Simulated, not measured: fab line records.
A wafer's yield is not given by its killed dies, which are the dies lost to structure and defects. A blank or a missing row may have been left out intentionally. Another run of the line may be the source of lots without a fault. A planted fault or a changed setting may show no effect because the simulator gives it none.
Split-lot study + flow rit cmos + route with 202 steps; 5 lots, 23 wafers read

== THE SPLIT ==
At RIT_M1_COAT_04 (resist thk 1300 nm), the setting resist thk nm was moved away from the recipe's 1300 nm on 9 of the 23 wafers read, by -4.8% to +4.4%. All remaining wafers had this setting at the recipe value.

Reading taken at the split's own step.

== THE READING ==
NOVOLAK_of_M1_COAT_04.thk nm (the simulator's own value, which no gauge read), in nm, at RIT_M1_COAT_04 (resist thk 1300 nm). There is no usual value for it anywhere in the file. The 14 wafers here that ran the recipe average 1298 nm, standard deviation 4.1 nm.

| wafer  | tool, chamber at the split | resist thk nm as run, nm | against the recipe | NOVOLAK_of_M1_COAT_04.thk nm, nm | against lot-mates on the recipe |
|--------|----------------------------|--------------------------|--------------------|----------------------------------|---------------------------------|
| L076.1 | litho track-02, 0          | 1238                     | -4.8%              | 1238                             | -64                             |
| L076.2 | litho track-02, 0          | 1300                     | recipe             | 1303                             | -                               |
| L076.3 | litho track-02, 0          | 1300                     | recipe             | 1302                             | -                               |
| L076.4 | litho track-02, 0          | 1300                     | recipe             | 1300                             | -                               |
| L076.6 | litho track-02, 0          | 1238                     | -4.8%              | 1239                             | -63                             |
| L078.3 | litho track-04, 0          | 1300                     | recipe             | 1297                             | -                               |
| L078.5 | litho track-04, 0          | 1300                     | recipe             | 1302                             | -                               |
| L078.6 | litho track-04, 0          | 1300                     | recipe             | 1299                             | -                               |
| L081.1 | litho track-02, 0          | 1357                     | +4.4%              | 1356                             | +56                             |
| L081.3 | litho track-02, 0          | 1357                     | +4.4%              | 1359                             | +59                             |
| L081.4 | litho track-02, 0          | 1300                     | recipe             | 1301                             | -                               |
| L081.5 | litho track-02, 0          | 1300                     | recipe             | 1301                             | -                               |
| L081.6 | litho track-02, 0          | 1300                     | recipe             | 1298                             | -                               |
| L083.2 | litho track-01, 0          | 1300                     | recipe             | 1294                             | -                               |
| L083.3 | litho track-01, 0          | 1335                     | +2.7%              | 1329                             | +36                             |
| L083.4 | litho track-01, 0          | 1335                     | +2.7%              | 1327                             | +34                             |
| L083.5 | litho track-01, 0          | 1300                     | recipe             | 1292                             | -                               |
| L083.6 | litho track-01, 0          | 1335                     | +2.7%              | 1331                             | +38                             |
| L084.1 | litho track-01, 0          | 1300                     | recipe             | 1290                             | -                               |
| L084.3 | litho track-01, 0          | 1323                     | +1.8%              | 1315                             | +23                             |
| L084.4 | litho track-01, 0          | 1300                     | recipe             | 1294                             | -                               |
| L084.5 | litho track-01, 0          | 1323                     | +1.8%              | 1313                             | +21                             |
| L084.6 | litho track-01, 0          | 1300                     | recipe             | 1293                             | -                               |

THE FIT
A straight line over all 23 wafers: NOVOLAK_of_M1_COAT_04.thk nm changes by +12.5 nm for each +1% of resist thk nm; r = +0.99; the points scatter about the line by 4.3 nm.
The same after taking each lot's own level away (the mean of its wafers on the recipe; 23 wafers): +13.2 nm for each +1%; r = +1.00; scatter 1.6 nm.
The reading moves by 63 nm for the largest change in resist thk nm, on that fit.
The lots' own levels span 1292.3 to 1301.7 nm, that is 2.3 times the standard deviation above.
Consequently the slope shifts little with the lot-to-lot level, the two slopes agreeing.
Check: with one of the wafers moved furthest among these (-4.8%) left out of the fit, the line predicts -62.7 nm for it against its lot-mates. It came out at -63.7 nm against them.

== FILE'S OWN FIT ==
NOVOLAK_of_M1_COAT_04.thk nm changes by +13.1 nm for each +1% of resist thk nm, r = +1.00.
